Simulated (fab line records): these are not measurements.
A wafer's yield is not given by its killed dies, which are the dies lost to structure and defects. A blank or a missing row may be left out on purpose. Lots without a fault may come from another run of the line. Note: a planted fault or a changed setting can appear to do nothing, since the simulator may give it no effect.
One fault seen from 2 desks || flow rit cmos || what lay behind the numbers comes last; until then each desk has only its own

## AT THE TOOL OWNER'S DESK: furnace-03
The tool's own readings at RIT_ACTIVE_OXIDATION_01 (target thk 46.8 nm, ox time 3360 s): means of the sampled wafers that have a number, for each lot that ran on this tool. Marked OUT: a lot whose mean sits more than 4 standard deviations from the usual mean, which makes it out of limits; the brackets give that distance.
Columns: A = spike tc centre C at RIT_ACTIVE_OXIDATION_01, usual 1002.7 C
{"lot": "L816", "first seen here": "day 1 15:50", "A": 1005.4}
{"lot": "L821", "first seen here": "day 2 17:31", "A": 1005.7}
{"lot": "L822", "first seen here": "day 3 01:39", "A": 1005.2}
{"lot": "L823", "first seen here": "day 3 05:08", "A": "987.3 (-6.4) OUT"}
{"lot": "L824", "first seen here": "day 3 08:23", "A": "985.7 (-7.1) OUT"}
{"lot": "L826", "first seen here": "day 3 17:07", "A": "986.1 (-6.9) OUT"}
Finding of this desk: L823, L824, L826 out of limits; the first was L823 at day 3 05:08, on spike tc centre C at RIT_ACTIVE_OXIDATION_01. L816, L821, L822 stayed within limits.

## THE METROLOGY DESK
What the gauges read, lot by lot, whatever tool the lot ran on: means of the sampled wafers that have a number. Marked OUT: a lot whose mean sits more than 4 standard deviations from the usual mean, which makes it out of limits; the brackets give that distance.
Columns: A = ACTIVE_OXIDE_THK at RIT_ACTIVE_THK_MEAS_02, usual 46.1 nm; B = cd nm at RIT_ACTIVE_CD_MEAS_11, usual 1399.5 nm; C = cd nm at RIT_ACTIVE_CD_MEAS_90, usual 1399.5 nm; D = NRETRO_OVL at RIT_NRETRO_OVL_MEAS_06, usual -0.5 nm
{"lot": "L815", "first seen here": "day 1 12:58", "A": 47.3, "B": 1396.2, "C": 1396.2, "D": 1.5}
{"lot": "L816", "first seen here": "day 1 17:46", "A": 46.5, "B": 1396.8, "C": 1396.8, "D": -1.9}
{"lot": "L817", "first seen here": "day 1 22:30", "A": 45.9, "B": 1402.0, "C": 1402.0, "D": -0.3}
{"lot": "L818", "first seen here": "day 2 03:03", "A": 45.0, "B": 1399.3, "C": 1399.4, "D": 0.7}
{"lot": "L820", "first seen here": "day 2 13:23", "A": 46.4, "B": 1399.2, "C": 1399.3, "D": -0.8}
{"lot": "L821", "first seen here": "day 2 19:27", "A": 46.5, "B": 1399.0, "C": 1398.8, "D": -1.9}
{"lot": "L822", "first seen here": "day 3 03:35", "A": 46.6, "B": 1400.7, "C": 1400.6, "D": 0.3}
{"lot": "L823", "first seen here": "day 3 07:05", "A": "40.3 (-7.8) OUT", "B": 1395.9, "C": 1395.8, "D": 0.8}
{"lot": "L824", "first seen here": "day 3 10:19", "A": 44.1, "B": 1399.1, "C": 1399.2, "D": -2.4}
{"lot": "L826", "first seen here": "day 3 19:03", "A": "41.0 (-6.9) OUT", "B": 1397.7, "C": 1397.9, "D": -0.5}
{"lot": "L827", "first seen here": "day 4 02:22", "A": 46.4, "B": 1399.7, "C": 1399.7, "D": -1.6}
{"lot": "L833", "first seen here": "day 5 06:34", "A": 45.0, "B": 1401.2, "C": 1401.2, "D": -0.9}
{"lot": "L836", "first seen here": "day 5 22:05", "A": 46.3, "B": 1400.6, "C": 1400.8, "D": -2.4}
{"lot": "L837", "first seen here": "day 6 02:04", "A": 45.9, "B": 1398.9, "C": 1399.1, "D": 2.5}
{"lot": "L838", "first seen here": "day 6 07:04", "A": 44.8, "B": 1400.0, "C": 1399.8, "D": -0.6}
This desk's result: L823, L826 out of limits, first on L823 (ACTIVE_OXIDE_THK at RIT_ACTIVE_THK_MEAS_02), day 3 07:05. L815, L816, L817, L818, L820, L821, L822, L824, L827, L833, L836, L837, L838 stayed within limits.

## TAKEN TOGETHER
At day 3 05:08, on L823, L824, L826, the tool owner's desk was in a position to raise an alarm.
On L823, L826, the metrology desk was in a position to raise an alarm at day 3 07:05.
The metrology desk holds a record of L824, inside its limits.
All the named lots went through RIT_ACTIVE_OXIDATION_01 on furnace-03.

## WHAT WAS PUT IN BY THE SIMULATOR
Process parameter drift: furnace-03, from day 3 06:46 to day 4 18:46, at RIT_ACTIVE_OXIDATION_01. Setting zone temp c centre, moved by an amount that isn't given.
Struck lots among those shown: L823, L824, L826.
